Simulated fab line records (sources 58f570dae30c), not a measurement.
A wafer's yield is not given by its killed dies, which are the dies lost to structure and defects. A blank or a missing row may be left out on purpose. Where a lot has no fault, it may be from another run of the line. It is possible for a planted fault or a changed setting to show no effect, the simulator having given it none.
Split-lot experiment / flow berkeley-cmos170 / 23 wafers read across 5 lots, on a route 331 steps long

## THE SPLIT ITSELF
At UCB170_GATE_CVD_04 (deposits poly-Si from SiH4, time 1440 s, target thk 214 nm), the setting temp-c was moved away from the recipe's 610 C on 15 of the 23 wafers read, by -1.5% to +2.3%. All remaining wafers had this setting at the recipe value.

## FROM THE SPLIT TO THE READING: what the file shows between them, 3 steps
- UCB170_GATE_THK_MEAS_05
- UCB170_GATE_DEVELOP_11: develop time 45 s (also split here: develop-time-s)
- UCB170_GATE_ETCH_14: etches BARC in N2/H2

## THE READING
oes-product-au, in a.u., at UCB170_GATE_ETCH_15 (etches poly-Si in HBr/Cl2, stops on SiO2, time 56.3 s, target depth 278.2 nm). On this fab line, fault-free wafers typically give 0.832 a.u. with a standard deviation of 0.014 a.u.

wafer=L074.1; tool, chamber at the split=-, -; temp-c as run, C=600.9; against the recipe=-1.5%; oes-product-au, a.u.=0.706; against lot-mates on the recipe=no lot-mate on the recipe
wafer=L074.2; tool, chamber at the split=-, -; temp-c as run, C=600.9; against the recipe=-1.5%; oes-product-au, a.u.=0.716; against lot-mates on the recipe=no lot-mate on the recipe
wafer=L074.3; tool, chamber at the split=-, -; temp-c as run, C=600.9; against the recipe=-1.5%; oes-product-au, a.u.=0.734; against lot-mates on the recipe=no lot-mate on the recipe
wafer=L074.4; tool, chamber at the split=-, -; temp-c as run, C=600.9; against the recipe=-1.5%; oes-product-au, a.u.=0.731; against lot-mates on the recipe=no lot-mate on the recipe
wafer=L074.6; tool, chamber at the split=-, -; temp-c as run, C=600.9; against the recipe=-1.5%; oes-product-au, a.u.=0.713; against lot-mates on the recipe=no lot-mate on the recipe
wafer=L076.1; tool, chamber at the split=-, -; temp-c as run, C=605.1; against the recipe=-0.8%; oes-product-au, a.u.=0.784; against lot-mates on the recipe=no lot-mate on the recipe
wafer=L076.2; tool, chamber at the split=-, -; temp-c as run, C=605.1; against the recipe=-0.8%; oes-product-au, a.u.=0.761; against lot-mates on the recipe=no lot-mate on the recipe
wafer=L076.3; tool, chamber at the split=-, -; temp-c as run, C=605.1; against the recipe=-0.8%; oes-product-au, a.u.=0.768; against lot-mates on the recipe=no lot-mate on the recipe
wafer=L076.4; tool, chamber at the split=-, -; temp-c as run, C=605.1; against the recipe=-0.8%; oes-product-au, a.u.=0.765; against lot-mates on the recipe=no lot-mate on the recipe
wafer=L076.5; tool, chamber at the split=-, -; temp-c as run, C=605.1; against the recipe=-0.8%; oes-product-au, a.u.=0.754; against lot-mates on the recipe=no lot-mate on the recipe
wafer=L075.1; tool, chamber at the split=-, -; temp-c as run, C=623.9; against the recipe=+2.3%; oes-product-au, a.u.=1.019; against lot-mates on the recipe=no lot-mate on the recipe
wafer=L075.2; tool, chamber at the split=-, -; temp-c as run, C=623.9; against the recipe=+2.3%; oes-product-au, a.u.=0.990; against lot-mates on the recipe=no lot-mate on the recipe
wafer=L075.3; tool, chamber at the split=-, -; temp-c as run, C=623.9; against the recipe=+2.3%; oes-product-au, a.u.=0.994; against lot-mates on the recipe=no lot-mate on the recipe
wafer=L075.5; tool, chamber at the split=-, -; temp-c as run, C=623.9; against the recipe=+2.3%; oes-product-au, a.u.=0.995; against lot-mates on the recipe=no lot-mate on the recipe
wafer=L075.6; tool, chamber at the split=-, -; temp-c as run, C=623.9; against the recipe=+2.3%; oes-product-au, a.u.=1.020; against lot-mates on the recipe=no lot-mate on the recipe
wafer=L084.1; tool, chamber at the split=lpcvd-01, 1; temp-c as run, C=610; against the recipe=recipe; oes-product-au, a.u.=0.824; against lot-mates on the recipe=-
wafer=L084.3; tool, chamber at the split=lpcvd-01, 1; temp-c as run, C=610; against the recipe=recipe; oes-product-au, a.u.=0.817; against lot-mates on the recipe=-
wafer=L084.6; tool, chamber at the split=lpcvd-01, 1; temp-c as run, C=610; against the recipe=recipe; oes-product-au, a.u.=0.841; against lot-mates on the recipe=-
wafer=L085.1; tool, chamber at the split=-, -; temp-c as run, C=610; against the recipe=recipe; oes-product-au, a.u.=0.826; against lot-mates on the recipe=-
wafer=L085.2; tool, chamber at the split=-, -; temp-c as run, C=610; against the recipe=recipe; oes-product-au, a.u.=0.863; against lot-mates on the recipe=-
wafer=L085.3; tool, chamber at the split=-, -; temp-c as run, C=610; against the recipe=recipe; oes-product-au, a.u.=0.834; against lot-mates on the recipe=-
wafer=L085.4; tool, chamber at the split=-, -; temp-c as run, C=610; against the recipe=recipe; oes-product-au, a.u.=0.842; against lot-mates on the recipe=-
wafer=L085.6; tool, chamber at the split=-, -; temp-c as run, C=610; against the recipe=recipe; oes-product-au, a.u.=0.834; against lot-mates on the recipe=-

FIT RESULTS
A straight line over all 23 wafers: oes-product-au changes by +0.0758 a.u. for each +1% of temp-c; r = +0.99; the points scatter about the line by 0.013 a.u.
Too few moved wafers with a lot-mate on the recipe to fit a line net of each lot's own level.

## THE WHOLE CHAIN: every reading that the file lists as answering this split, in the file's order
step=UCB170_GATE_CVD_04; what it does=deposits poly-Si from SiH4, time 1440 s, target thk 214 nm; reading=poly-Si_of_GATE_CVD_04.thk-nm (the simulator's own value, which no gauge read); change (the file's fit)=+33.9 nm for each +1% of the setting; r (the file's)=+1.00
step=UCB170_GATE_THK_MEAS_05; what it does=; reading=GATE_POLY_THK; change (the file's fit)=+33.9 for each +1% of the setting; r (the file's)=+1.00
step=UCB170_GATE_ETCH_15; what it does=etches poly-Si in HBr/Cl2, stops on SiO2, time 56.3 s, target depth 278.2 nm; reading=oes-product-au; change (the file's fit)=+0.0758 a.u. for each +1% of the setting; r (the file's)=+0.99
step=UCB170_GATE_ETCH_15; what it does=etches poly-Si in HBr/Cl2, stops on SiO2, time 56.3 s, target depth 278.2 nm; reading=GATE.feature-depth-nm (the simulator's own value, which no gauge read); change (the file's fit)=+26.9 nm for each +1% of the setting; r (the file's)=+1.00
step=UCB170_GATE_ETCH_15; what it does=etches poly-Si in HBr/Cl2, stops on SiO2, time 56.3 s, target depth 278.2 nm; reading=etch.depth-nm (the simulator's own value, which no gauge read); change (the file's fit)=+26.9 nm for each +1% of the setting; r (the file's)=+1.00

## THE FILE'S OWN FIT
oes-product-au changes by +0.0758 a.u. for each +1% of temp-c, r = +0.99.
